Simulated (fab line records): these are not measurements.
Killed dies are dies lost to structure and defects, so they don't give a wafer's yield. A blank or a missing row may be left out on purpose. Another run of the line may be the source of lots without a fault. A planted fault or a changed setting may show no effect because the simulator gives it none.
What tool caused it?	flow rit-cmos	42 wafers from 14 lots sampled at 2 of the route's 202 steps

## WHAT THE GAUGES SHOWED, per wafer
No reading from a measuring or inspecting step in the record can be judged against a usual standard deviation.

## WHAT TOOL EACH LOT RAN ON (gives the tool, then ch and the chambers of the sampled wafers, and finally the start)
lot	RIT_PRETRO_DEVELOP_05	RIT_M1_PROBE_99
L149	litho-track-04 ch 0, day 2 08:00	-
L150	litho-track-02 ch 0, day 2 12:00	-
L153	litho-track-02 ch 0, day 3 04:00	-
L158	litho-track-02 ch 0, day 4 10:00	-
L160	litho-track-02 ch 0, day 4 17:00	prober-02, day 6 00:40
L161	litho-track-02 ch 0, day 4 22:00	-
L162	litho-track-04 ch 0, day 5 04:00	-
L163	litho-track-01 ch 0, day 5 12:00	-
L164	litho-track-01 ch 0, day 5 17:00	-
L167	litho-track-01 ch 0, day 6 06:00	-
L168	litho-track-01 ch 0, day 6 11:00	-
L169	litho-track-01 ch 0, day 6 13:00	-
L170	litho-track-04 ch 0, day 6 19:00	-
L171	litho-track-02 ch 0, day 18 12:00	-
- RIT_PRETRO_DEVELOP_05: develop time 68 s.
- RIT_M1_PROBE_99

## AS READ BY THE TOOLS THEMSELVES (means over the sampled wafers that have a number; for cases with no such wafer, the mark the record gives instead)
RIT_PRETRO_DEVELOP_05.
lot	tool	developer-temp-C (C)
L149	litho-track-04	23.06
L150	litho-track-02	22.99
L153	litho-track-02	23.09
L158	litho-track-02	22.91
L160	litho-track-02	22.16
L161	litho-track-02	22.25
L162	litho-track-04	23.13
L163	litho-track-01	22.89
L164	litho-track-01	22.86
L167	litho-track-01	23.09
L168	litho-track-01	22.92
L169	litho-track-01	23.03
L170	litho-track-04	23.09
L171	litho-track-02	22.94

RIT_M1_PROBE_99.
lot	tool	killed-at-contacts	killed-at-front-end	killed-dies	killed-open	killed-short
L160	prober-02	0.0	10	10	5.0	5.0

## THE ANSWER, worked out from the rows above alone
Rule: what is usual is taken from the lots themselves. Put in order of their means at a reading, lots are off if they are a third of the lots or fewer, leave a main group of 4 or more, and stand apart from it by a gap of 3 or more times the standard deviation of the main group's means; of several such gaps the widest counts. The tables above print the reading to a certain number of digits; a main group whose means all agree to those digits is not used. A lot without any number at a reading at which 4 lots or more have one is off too. All remaining lots with rows at the step are treated as sound. First the gauges in route order, then the tools' own readings, where a lot's mean is used as printed above. The first step at which some lot is off is used, and at that step the reading that is off furthest; a lot without a number counts as furthest.
Off, at RIT_PRETRO_DEVELOP_05 on developer-temp-C: L160, L161. The main group: mean 23.00 C, standard deviation 0.089.
A tool fits if, at that step or a process step before it, it ran every lot that is off, and no sound lot after the first of them. None of those tried fits.

## WHAT THE SIMULATOR HAD INSERTED
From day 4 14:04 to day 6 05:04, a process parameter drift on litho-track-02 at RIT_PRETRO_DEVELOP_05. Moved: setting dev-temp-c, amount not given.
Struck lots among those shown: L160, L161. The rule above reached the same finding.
